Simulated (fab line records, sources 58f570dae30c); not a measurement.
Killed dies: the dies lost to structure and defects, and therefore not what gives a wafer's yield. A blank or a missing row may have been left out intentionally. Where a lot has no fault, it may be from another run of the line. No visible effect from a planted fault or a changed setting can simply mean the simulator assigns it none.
8D (eight disciplines) problem report, filled in by code ; flow berkeley cmos170 ; the parts of the form that need people (team, actions taken, sign-off) are left out

## 1. THE ISSUE
wafer_temp_C_max at UCB170_CONTACT_RTA_08 reads a mean of 890.2 on 6 wafers of 2 lots; wafers without a fault read 904.2 with a standard deviation of 1.7. Measured from the usual mean, that is -8.2 standard deviations.
The step: time 10 s.
Earliest sighting: wafer L354.2 on rtp anneal-01 at day 10 16:16. Wafers with a number at this step in the record: 18, from 6 lots. Rule for "out" (also "out of limits"): further than 4 standard deviations from the usual mean. The other wafers with a number count as sound.

## 2. WHAT IT IS, WHAT IT ISN'T
question;is;is not
which readings at this step;wafer_temp_C_max;lamp power pct
which lots;L354, L356;L346, L349, L357, L367
which wafers of those lots;all that have a number;-
read on which tools;rtp anneal-01;rtp anneal-02
when;from day 10 16:16;"up to then (6 sound wafers); but 6 sound wafers of L357, L367 came after"

## 3. THE SUSPECTS, EACH WITH WHAT RULES IT OUT
Counting: a tool at a process step up to the reading stays a suspect if it ran every lot that is out and no sound lot after the first of them.
- plasma asher-03 at UCB170_CONTACT_STRIP_06 (strips in O2): ruled out as a lasting fault. Following L354 (day 10 15:49), the first lot on it that is out, the sound lots L367 were run on it.
- rtp anneal-01 at UCB170_CONTACT_RTA_08 (time 10 s): kept. It processed each lot that is out, first L354 at day 10 16:16, and no sound lot thereafter; up to then, the last sound lot it processed was L346 at day 8 23:19. Its own readings are out on those wafers: wafer_temp_C_max.
After counting, what remains is rtp anneal-01 at UCB170_CONTACT_RTA_08.

## 4. THE CAUSE (what the simulator had put in)
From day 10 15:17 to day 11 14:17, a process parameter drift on rtp anneal-01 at UCB170_CONTACT_RTA_08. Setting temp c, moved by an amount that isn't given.
After counting, this tool was the only one left.

## 5. SEQUENCE OF EFFECTS, ordered by route
Each row: a reading where the mean over the struck wafers with a number is more than 3 standard deviations away from the usual. Readings are gone through only where the record gives a usual standard deviation; hours: the median, over the lots, of the time from a lot's start at the first step in this table giving one to that lot's start at this step; sigmas: the change measured in usual standard deviations.
hours;step;reading;usual;on struck wafers;change;sigmas
0;UCB170_CONTACT_RTA_08;wafer_temp_C_max;904.2;890.2;-14.0;-8.2
Process steps it contains:
- UCB170_CONTACT_RTA_08: time 10 s.

## 6. HOW IT WOULD HAVE BEEN CAUGHT EARLIER
In this record the first reading out of limits was taken at day 10 16:16, 1 hour after the fault began at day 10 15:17.
